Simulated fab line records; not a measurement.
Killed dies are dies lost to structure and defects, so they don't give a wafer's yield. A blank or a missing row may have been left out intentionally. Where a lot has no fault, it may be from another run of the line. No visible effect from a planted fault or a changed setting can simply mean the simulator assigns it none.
fab line records    flow berkeleyCmos170
[record] lots = 14  wafers = 42  lastDay = 13
route steps=331 shown M3@327
lots that met no fault: taken from a fault-free run of the same line
startH: start of the lot's first displayed wafer, in hours after the record's first day    waitH: hours from the lot's prior step to this one    " as in the row above    L1.1+2: a row that stands for several wafers    - no value present, or no start provided    * or withheld: withheld    < > ~ a bound
route shown NAME@n: names a module that has steps shown in the file, with the first one's number in the route    usual: average and standard deviation across the fault-free wafers    same: alike in all rows    chamber/n: place in a boat    sites: each site's reading    _std_site: how widely they spread, as a standard deviation    _edge_site: inner sites' mean taken away from outer sites' mean    radiusMm: for every site, how far away it sits from the centre of the wafer    mask NAME#n: copy n    behind: tool/chamber where the wafer was last shaped    hold: what put the lot on hold/how long, in hours/how the hold closed    device: whichever transistor did not switch (one of n, p or np)    end of line: at the end of the route, the tests of the same wafers    a step with no rows: only its recipe    killed: the dies lost at the first sort to structure and to defects; this is not the yield of the wafer    map: dies across one wafer; x = killed, . = not, _ = none there
set.NAME: the setting the step ran with; set.NAME@STEP: the setting that earlier step ran with    model.NAME: the simulator's own value behind a step, which no gauge read
a sample of lots followed through the steps of the route, with each step as a table and each wafer as a row
services: from which hour (startH, from the record's first day; less than 0 if before it) a tool's chamber was out of use, for how many hours, and why
[[steps]]
[step UCB170_M3_METAL_ETCH_18]
[recipe] chemistry = Cl2/BCl3  target = Al  stopOn = SiO2  pressureMtorr = 12  targetDepthA = 11700  overEtchFrac = 0.3  timeS = 195  icpW = 600  biasW = 120  Cl2_flow_sccm = 90  bcl3FlowSccm = 45
[usual] drypumpMotorCurrentA = 5.6/0.37  oesProductAu = 0.860/0.011  rfFwdPowerW = 597.9/1.9  throttleValvePct = 24.48/0.24
lot.wafer  tool         chamber  startH  waitH  drypumpMotorCurrentA  oesProductAu  rfFwdPowerW  rfHoursCounterH  throttleValvePct
L769.1     rieMetal-02  0        209.44  -      5.4                   0.857         598.3        4                24.88
L769.2     "            1        "       "      5.1                   0.871         599.3        4                24.36
L769.4     "            1        "       "      5.1                   0.879         595.5        -                24.38
L770.1     rieMetal-01  0        210.76  -      6.0                   0.857         599.0        4                24.34
L770.2     "            1        "       "      5.5                   0.844         597.2        12               24.22
L770.4     "            0        "       "      6.0                   0.848         598.7        -                24.35
L772.1     rieMetal-04  1        225.40  -      5.3                   0.869         596.3        4                24.64
L772.4     "            1        "       "      5.4                   0.876         596.5        -                24.66
L772.6     "            0        "       "      6.0                   0.861         599.1        -                24.26
L773.1     rieMetal-02  0        228.95  -      5.4                   0.863         596.8        5                24.85
L773.3     "            0        "       "      5.4                   0.871         601.2        -                24.88
L773.4     "            1        "       "      5.1                   0.869         596.7        -                24.37
L774.2     rieMetal-04  1        232.05  -      5.4                   0.868         596.2        5                24.66
L774.4     "            0        "       "      6.0                   0.851         598.7        -                24.24
L774.6     "            0        "       "      6.0                   0.862         597.7        -                24.24
L779.1     rieMetal-02  1        258.91  -      5.1                   0.860         598.9        5                24.36
L779.3     "            0        "       "      5.4                   0.867         597.6        -                24.87
L779.5     "            0        "       "      5.4                   0.863         597.2        -                24.87
L780.1     rieMetal-01  1        262.85  -      5.5                   0.849         593.4        13               24.21
L780.2     "            0        "       "      6.0                   0.843         594.9        6                24.34
L780.6     "            1        "       "      5.5                   0.850         595.0        -                24.20
L783.1     rieMetal-04  0        276.41  -      6.0                   0.862         598.2        0                24.23
L783.4     "            1        "       "      5.4                   0.859         595.2        -                24.65
L783.6     "            0        "       "      6.0                   0.861         597.0        -                24.25
L781.3     rieMetal-02  0        279.40  -      5.3                   0.859         599.6        -                24.88
L781.5     "            1        "       "      5.1                   0.873         596.3        -                24.38
L781.6     "            0        "       "      5.3                   0.858         599.8        -                24.87
L786.1     rieMetal-01  1        282.11  -      5.6                   0.843         602.1        14               24.22
L786.2     "            0        "       "      6.0                   0.842         599.4        7                24.35
L786.5     "            1        "       "      5.5                   0.849         601.2        -                24.21
L784.1     rieMetal-01  0        286.25  -      6.0                   0.835         599.7        7                24.35
L784.2     "            1        "       "      5.5                   0.851         597.7        14               24.22
L784.5     "            1        "       "      5.5                   0.846         598.6        -                24.20
L787.1     rieMetal-04  1        289.32  -      5.4                   0.865         599.7        7                24.65
L787.4     "            1        "       "      5.3                   0.872         599.1        -                24.63
L787.5     "            1        "       "      5.3                   0.870         598.5        -                24.65
L789.3     rieMetal-01  0        321.19  -      6.0                   0.840         598.6        -                24.35
L789.4     "            0        "       "      6.0                   0.847         598.3        -                24.34
L789.5     "            0        "       "      6.0                   0.852         598.8        -                24.34
L790.1     rieMetal-01  0        322.71  -      6.0                   0.855         594.3        8                24.35
L790.2     "            0        "       "      6.0                   0.862         591.7        -                24.32
L790.4     "            0        "       "      6.0                   0.859         592.7        -                24.34
[step UCB170_M3_STRIP_19]
[recipe] chemistry = O2  powerW = 400  pressureMtorr = 3500  platenTempC = withheld  o2FlowSccm = 400  overashFraction = 0.5
[usual] drypumpMotorCurrentA = 5.5/0.68  oesProductAu = 0.544/0.014
lot.wafer  tool            chamber  startH  waitH  drypumpMotorCurrentA  oesProductAu  rfHoursCounterH
L769.1     plasmaAsher-03  0        209.63  0.1    5.7                   0.531         42
L769.2     "               1        "       "      6.4                   0.533         42
L769.4     "               1        "       "      6.4                   0.530         -
L770.1     plasmaAsher-02  0        210.95  0.1    4.7                   0.565         48
L770.2     "               1        "       "      6.3                   0.552         48
L770.4     "               0        "       "      4.7                   0.544         -
L772.1     plasmaAsher-01  1        225.59  0.1    4.8                   0.560         47
L772.4     "               1        "       "      4.8                   0.549         -
L772.6     "               1        "       "      4.8                   0.543         -
L773.1     plasmaAsher-02  0        229.14  0.1    4.7                   0.518         50
L773.3     "               1        "       "      6.3                   0.530         -
L773.4     "               0        "       "      4.7                   0.540         -
L774.2     plasmaAsher-02  1        232.24  0.1    6.3                   0.552         51
L774.4     "               0        "       "      4.7                   0.558         -
L774.6     "               0        "       "      4.7                   0.554         -
L779.1     plasmaAsher-03  0        259.09  0.1    5.7                   0.702         48
L779.3     "               1        "       "      6.4                   0.694         -
L779.5     "               1        "       "      6.4                   0.689         -
L780.1     plasmaAsher-02  1        263.10  0.2    6.3                   0.548         54
L780.2     "               0        "       "      4.7                   0.569         54
L780.6     "               1        "       "      6.3                   0.548         -
L783.1     plasmaAsher-03  0        276.59  0.1    5.7                   0.558         50
L783.4     "               1        "       "      6.4                   0.550         -
L783.6     "               1        "       "      6.4                   0.561         -
L781.3     plasmaAsher-03  1        279.56  0.1    6.4                   0.697         -
L781.5     "               0        "       "      5.7                   0.700         -
L781.6     "               1        "       "      6.4                   0.700         -
L786.1     plasmaAsher-01  0        282.30  0.1    5.2                   0.545         52
L786.2     "               1        "       "      4.8                   0.566         52
L786.5     "               1        "       "      4.8                   0.532         -
L784.1     plasmaAsher-01  1        286.43  0.1    4.8                   0.555         53
L784.2     "               0        "       "      5.2                   0.535         53
L784.5     "               0        "       "      5.2                   0.536         -
L787.1     plasmaAsher-01  0        289.50  0.1    5.2                   0.551         54
L787.4     "               1        "       "      4.8                   0.554         -
L787.5     "               1        "       "      4.8                   0.563         -
L789.3     plasmaAsher-01  1        321.48  0.2    4.8                   0.550         -
L789.4     "               0        "       "      5.2                   0.552         -
L789.5     "               1        "       "      4.8                   0.556         -
L790.1     plasmaAsher-02  0        323.09  0.3    4.7                   0.563         61
L790.2     "               1        "       "      6.3                   0.567         61
L790.4     "               1        "       "      6.3                   0.557         -
[step UCB170_M3_CD_MEAS_90]
[recipe] targetCdNm = 700
[usual] cdNm = 699/3.8
lot.wafer  tool      chamber  startH  waitH  hold                     cdNm
L769.1     cdSem-02  -        209.73  0.1    -                        696
L769.2     "         -        "       "      -                        706
L769.4     "         -        "       "      -                        705
L770.1     cdSem-02  -        211.05  0.1    -                        698
L770.2     "         -        "       "      -                        695
L770.4     "         -        "       "      -                        699
L772.1     cdSem-02  -        225.69  0.1    -                        700
L772.4     "         -        "       "      -                        700
L772.6     "         -        "       "      -                        700
L773.1     cdSem-01  -        229.26  0.1    -                        697
L773.3     "         -        "       "      -                        694
L773.4     "         -        "       "      -                        698
L774.2     cdSem-01  -        232.36  0.1    -                        704
L774.4     "         -        "       "      -                        706
L774.6     "         -        "       "      -                        705
L779.1     cdSem-01  -        259.19  0.1    awaitDispo/0.2h/release  715
L779.3     "         -        "       "      awaitDispo/0.2h/release  708
L779.5     "         -        "       "      awaitDispo/0.2h/release  711
L779.1     cdSem-01  -        259.63  0.4    -                        714
L779.3     "         -        "       "      -                        708
L779.5     "         -        "       "      -                        711
L780.1     cdSem-01  -        263.20  0.1    -                        691
L780.2     "         -        "       "      -                        698
L780.6     "         -        "       "      -                        694
L783.1     cdSem-02  -        276.69  0.1    -                        702
L783.4     "         -        "       "      -                        700
L783.6     "         -        "       "      -                        703
L781.3     cdSem-02  -        279.67  0.1    -                        704
L781.5     "         -        "       "      -                        710
L781.6     "         -        "       "      -                        705
L786.1     cdSem-01  -        282.40  0.1    -                        695
L786.2     "         -        "       "      -                        694
L786.5     "         -        "       "      -                        693
L784.1     cdSem-01  -        286.53  0.1    -                        698
L784.2     "         -        "       "      -                        695
L784.5     "         -        "       "      -                        697
L787.1     cdSem-01  -        289.60  0.1    -                        699
L787.4     "         -        "       "      -                        697
L787.5     "         -        "       "      -                        696
L789.3     cdSem-02  -        321.58  0.1    -                        701
L789.4     "         -        "       "      -                        702
L789.5     "         -        "       "      -                        700
L790.1     cdSem-02  -        323.19  0.1    -                        699
L790.2     "         -        "       "      -                        700
L790.4     "         -        "       "      -                        698
[[services]]
tool            chamber  startH  hours  kind
rieMetal-01     -        201.63  0.7    repair
plasmaAsher-03  -        205.17  0.7    repair
rieMetal-02     -        211.15  2.8    pm
rieMetal-01     -        227.95  2.8    pm
rieMetal-01     1        230.96  17.9   repair
rieMetal-04     -        246.68  1.2    repair
plasmaAsher-03  -        250.54  4.3    repair
plasmaAsher-03  -        258.00  1.0    repair
rieMetal-04     0        262.02  -      clean
rieMetal-04     0        262.02  13.1   scheduledDown
rieMetal-04     0        262.02  13.1   ventCycle
plasmaAsher-03  -        280.29  16.9   pm
plasmaAsher-03  -        307.85  1.2    repair
rieMetal-01     1        307.99  12.6   repair
plasmaAsher-03  -        308.18  2.3    repair
rieMetal-04     -        313.23  1.4    pm
plasmaAsher-01  -        319.11  2.0    repair
rieMetal-01     1        320.63  -      clean
[[key]]
[firstSign] step = UCB170_M3_STRIP_19  reading = oesProductAu  direction = up  sigmas = 11  usual = 0.544  struck = 0.697
[effect] step = UCB170_M3_CD_MEAS_90  reading = visit  direction = added
metAt UCB170_M3_METAL_ETCH_18
struckLots L779,L781
laterRowsLeftOut L781.5,L781.6
sortLeftOut L779.1,L779.3,L779.5,L781.3,L781.5,L781.6
onsetBetween 228.95 258.91
[fault] kind = processParameterDrift  tool = rieMetal-02  chamber = -  onsetH = 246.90  steps = UCB170_M3_METAL_ETCH_18  channel = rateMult  offset = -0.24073  shape = step  endH = 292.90
// sortLeftOut: the simulated sort isn't trusted on such a fault, so these wafers' sort isn't shown, and their yield isn't known
// laterRowsLeftOut: the simulator's readings of these wafers behind a module that went badly wrong aren't trusted and aren't shown, but for the sort
